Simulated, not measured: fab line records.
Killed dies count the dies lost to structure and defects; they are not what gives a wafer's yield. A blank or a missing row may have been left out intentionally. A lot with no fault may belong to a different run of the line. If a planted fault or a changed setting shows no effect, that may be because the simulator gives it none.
The tool behind it: which one? / flow rit_cmos / 13 lots with 39 wafers sampled at 4 steps, on a route of 202 steps

WHAT THE GAUGES READ, wafer by wafer
RIT_WELLDRIVE_RS_MEAS_02: uses a four-point probe to measure. Usual: PWELL_RS 428.7 ohm/sq, standard deviation 1.
lot=L309; measured=day 2 05:22; on=film_metro-04; PWELL_RS (ohm/sq)=427.9 429.1 427.7; flag=
lot=L310; measured=day 2 08:50; on=film_metro-03; PWELL_RS (ohm/sq)=427.8 428.5 427.2; flag=
lot=L312; measured=day 2 19:23; on=film_metro-04; PWELL_RS (ohm/sq)=428.8 427.6 428.4; flag=
lot=L313; measured=day 3 00:44; on=film_metro-04; PWELL_RS (ohm/sq)=429.3 429.2 429.7; flag=
lot=L316; measured=day 3 17:10; on=film_metro-03; PWELL_RS (ohm/sq)=428.9 429.4 427.8; flag=
lot=L317; measured=day 3 21:41; on=film_metro-04; PWELL_RS (ohm/sq)=428.5 428.6 428.7; flag=
lot=L318; measured=day 4 01:35; on=film_metro-01; PWELL_RS (ohm/sq)=428.5 429.4 429.4; flag=
lot=L319; measured=day 4 08:00; on=film_metro-04; PWELL_RS (ohm/sq)=428.4 429.1 426.6; flag=
lot=L320; measured=day 4 13:02; on=film_metro-03; PWELL_RS (ohm/sq)=428.9 428.9 429.2; flag=
lot=L321; measured=day 4 20:18; on=film_metro-03; PWELL_RS (ohm/sq)=426.5 427.3 428.3; flag=
lot=L325; measured=day 5 18:49; on=film_metro-03; PWELL_RS (ohm/sq)=428.6 430.5 427.8; flag=
lot=L330; measured=day 6 17:20; on=film_metro-03; PWELL_RS (ohm/sq)=427.5 428.1 428.0; flag=
lot=L332; measured=day 7 00:36; on=film_metro-04; PWELL_RS (ohm/sq)=428.3 428.4 426.4; flag=

RIT_CONTACT_THK_MEAS_01. Usual: CONTACT_TEOS_THK 399 nm, standard deviation 5.
lot=L309; measured=day 3 03:08; on=film_metro-03; CONTACT_TEOS_THK (nm)=398 405 401; flag=
lot=L310; measured=day 3 06:30; on=film_metro-01; CONTACT_TEOS_THK (nm)=395 392 399; flag=
lot=L312; measured=day 3 17:02; on=film_metro-04; CONTACT_TEOS_THK (nm)=404 402 401; flag=
lot=L313; measured=day 3 22:39; on=film_metro-03; CONTACT_TEOS_THK (nm)=402 404 402; flag=
lot=L316; measured=day 4 16:08; on=film_metro-01; CONTACT_TEOS_THK (nm)=395 394 401; flag=
lot=L317; measured=day 4 19:51; on=film_metro-01; CONTACT_TEOS_THK (nm)=402 404 399; flag=
lot=L318; measured=day 5 01:42; on=film_metro-01; CONTACT_TEOS_THK (nm)=397 400 401; flag=
lot=L319; measured=day 5 06:35; on=film_metro-01; CONTACT_TEOS_THK (nm)=399 400 401; flag=
lot=L320; measured=day 5 13:41; on=film_metro-01; CONTACT_TEOS_THK (nm)=406 397 408; flag=
lot=L321; measured=day 5 23:31; on=film_metro-03; CONTACT_TEOS_THK (nm)=391 406 398; flag=
lot=L325; measured=day 6 21:53; on=film_metro-01; CONTACT_TEOS_THK (nm)=395 389 399; flag=
lot=L330; measured=day 7 17:56; on=film_metro-01; CONTACT_TEOS_THK (nm)=396 402 411; flag=
lot=L332; measured=day 7 23:04; on=film_metro-01; CONTACT_TEOS_THK (nm)=390 402 398; flag=

RIT_CONTACT_CD_MEAS_08 targets a cd of 1000 nm. Usual: 1000.5 nm for cd_nm, sd 2.3.
lot=L309; measured=day 3 04:26; on=cd_sem-01; cd_nm (nm)=999.6 1000.7 999.8; flag=
lot=L310; measured=day 3 07:40; on=cd_sem-01; cd_nm (nm)=1000.4 1002.4 1001.0; flag=
lot=L312; measured=day 3 18:15; on=cd_sem-02; cd_nm (nm)=998.3 996.1 997.9; flag=
lot=L313; measured=day 3 23:49; on=cd_sem-01; cd_nm (nm)=999.5 1001.3 999.9; flag=
lot=L316; measured=day 4 17:17; on=cd_sem-02; cd_nm (nm)=1003.1 1000.5 1000.7; flag=
lot=L317; measured=day 4 21:02; on=cd_sem-02; cd_nm (nm)=1002.2 1004.2 1001.6; flag=
lot=L318; measured=day 5 02:44; on=cd_sem-02; cd_nm (nm)=1003.4 1005.3 1003.8; flag=
lot=L319; measured=day 5 07:38; on=cd_sem-02; cd_nm (nm)=1003.9 1002.9 1003.9; flag=
lot=L320; measured=day 5 14:50; on=cd_sem-01; cd_nm (nm)=997.9 999.2 996.4; flag=
lot=L321; measured=day 6 00:41; on=cd_sem-02; cd_nm (nm)=1000.7 1001.0 1001.0; flag=
lot=L325; measured=day 6 22:55; on=cd_sem-01; cd_nm (nm)=1000.6 1000.0 1000.4; flag=
lot=L330; measured=day 7 18:58; on=cd_sem-02; cd_nm (nm)=1000.3 999.4 999.8; flag=
lot=L332; measured=day 8 00:14; on=cd_sem-02; cd_nm (nm)=1007.9 1017.6 1056.6; flag=OFF

EACH LOT AND THE TOOL THAT RAN IT (in order: tool; ch and the chambers of the sampled wafers; start)
lot=L309; RIT_CONTACT_EXPOSE_05=iline_stepper-01 ch 0, day 3 03:43
lot=L310; RIT_CONTACT_EXPOSE_05=iline_stepper-02 ch 0, day 3 07:08
lot=L312; RIT_CONTACT_EXPOSE_05=iline_stepper-01 ch 0, day 3 17:32
lot=L313; RIT_CONTACT_EXPOSE_05=iline_stepper-02 ch 0, day 3 23:17
lot=L316; RIT_CONTACT_EXPOSE_05=iline_stepper-02 ch 0, day 4 16:46
lot=L317; RIT_CONTACT_EXPOSE_05=iline_stepper-01 ch 0, day 4 20:31
lot=L318; RIT_CONTACT_EXPOSE_05=iline_stepper-01 ch 0, day 5 02:13
lot=L319; RIT_CONTACT_EXPOSE_05=iline_stepper-01 ch 0, day 5 07:07
lot=L320; RIT_CONTACT_EXPOSE_05=iline_stepper-02 ch 0, day 5 14:19
lot=L321; RIT_CONTACT_EXPOSE_05=iline_stepper-01 ch 0, day 6 00:10
lot=L325; RIT_CONTACT_EXPOSE_05=iline_stepper-01 ch 0, day 6 22:23
lot=L330; RIT_CONTACT_EXPOSE_05=iline_stepper-02 ch 0, day 7 18:27
lot=L332; RIT_CONTACT_EXPOSE_05=iline_stepper-01 ch 0, day 7 23:36
- RIT_CONTACT_EXPOSE_05: exposes mask M11, target cd 1000 nm.

WHAT THE TOOLS THEMSELVES READ (means of the sampled wafers that have a number; where no wafer has one, the mark that the record gives instead)
RIT_CONTACT_EXPOSE_05. Usual: exposure_dose_mJ_cm2 250.04, standard deviation 0.24; reticle_temp_C 22.99 C, standard deviation 0.11.
lot=L309; tool=iline_stepper-01; exposure_dose_mJ_cm2=249.75; reticle_temp_C (C)=22.90; flag=
lot=L310; tool=iline_stepper-02; exposure_dose_mJ_cm2=250.04; reticle_temp_C (C)=23.16; flag=
lot=L312; tool=iline_stepper-01; exposure_dose_mJ_cm2=250.00; reticle_temp_C (C)=23.00; flag=
lot=L313; tool=iline_stepper-02; exposure_dose_mJ_cm2=249.75; reticle_temp_C (C)=22.98; flag=
lot=L316; tool=iline_stepper-02; exposure_dose_mJ_cm2=249.83; reticle_temp_C (C)=23.14; flag=
lot=L317; tool=iline_stepper-01; exposure_dose_mJ_cm2=250.32; reticle_temp_C (C)=23.12; flag=
lot=L318; tool=iline_stepper-01; exposure_dose_mJ_cm2=250.40; reticle_temp_C (C)=22.97; flag=
lot=L319; tool=iline_stepper-01; exposure_dose_mJ_cm2=250.06; reticle_temp_C (C)=23.05; flag=
lot=L320; tool=iline_stepper-02; exposure_dose_mJ_cm2=250.04; reticle_temp_C (C)=23.03; flag=
lot=L321; tool=iline_stepper-01; exposure_dose_mJ_cm2=250.22; reticle_temp_C (C)=22.87; flag=
lot=L325; tool=iline_stepper-01; exposure_dose_mJ_cm2=250.02; reticle_temp_C (C)=22.93; flag=
lot=L330; tool=iline_stepper-02; exposure_dose_mJ_cm2=249.96; reticle_temp_C (C)=22.87; flag=
lot=L332; tool=iline_stepper-01; exposure_dose_mJ_cm2=244.58; reticle_temp_C (C)=23.03; flag=OFF

THE ANSWER, worked out from the rows above alone
Rule: take the mean of a lot's wafers that have a number; if it is more than 3 standard deviations from the usual mean, the lot is off. Also off: a lot with no number at a reading for which 4 or more lots have one. The other lots that the step has rows for count as sound. Order of review: gauges by route order, followed by the tools' own readings, for which a lot's mean as printed above is used. The first step at which some lot is off is used, and at that step the reading that is off furthest; a lot without a number counts as furthest.
Off: L332 (RIT_CONTACT_CD_MEAS_08, cd_nm).
If a tool, at a process step before that reading, ran all the lots that are off and no sound lot after the first of them, it fits. The gauges at RIT_CONTACT_CD_MEAS_08 aren't tried: what is off there is off at RIT_CONTACT_EXPOSE_05 too, on other tools, and a gauge's error can't cause that. One candidate fits, namely iline_stepper-01 at RIT_CONTACT_EXPOSE_05. A fault onset in the window from L325 (day 6 22:23, its last sound lot) to L332 (day 7 23:36, its first lot off) fits.
The tool's own readings at RIT_CONTACT_EXPOSE_05 bear it out: on the lots that are off they differ by more than 5 times the standard deviation of the sound lots' means. exposure_dose_mJ_cm2 reads 244.58 there against 250.03 on the sound lots.

WHAT HAD BEEN PUT IN BY THE SIMULATOR
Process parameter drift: iline_stepper-01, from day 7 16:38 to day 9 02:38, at RIT_CONTACT_EXPOSE_05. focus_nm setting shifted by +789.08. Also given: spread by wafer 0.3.
Struck lots among those shown: L332. The same result came from the rule above.
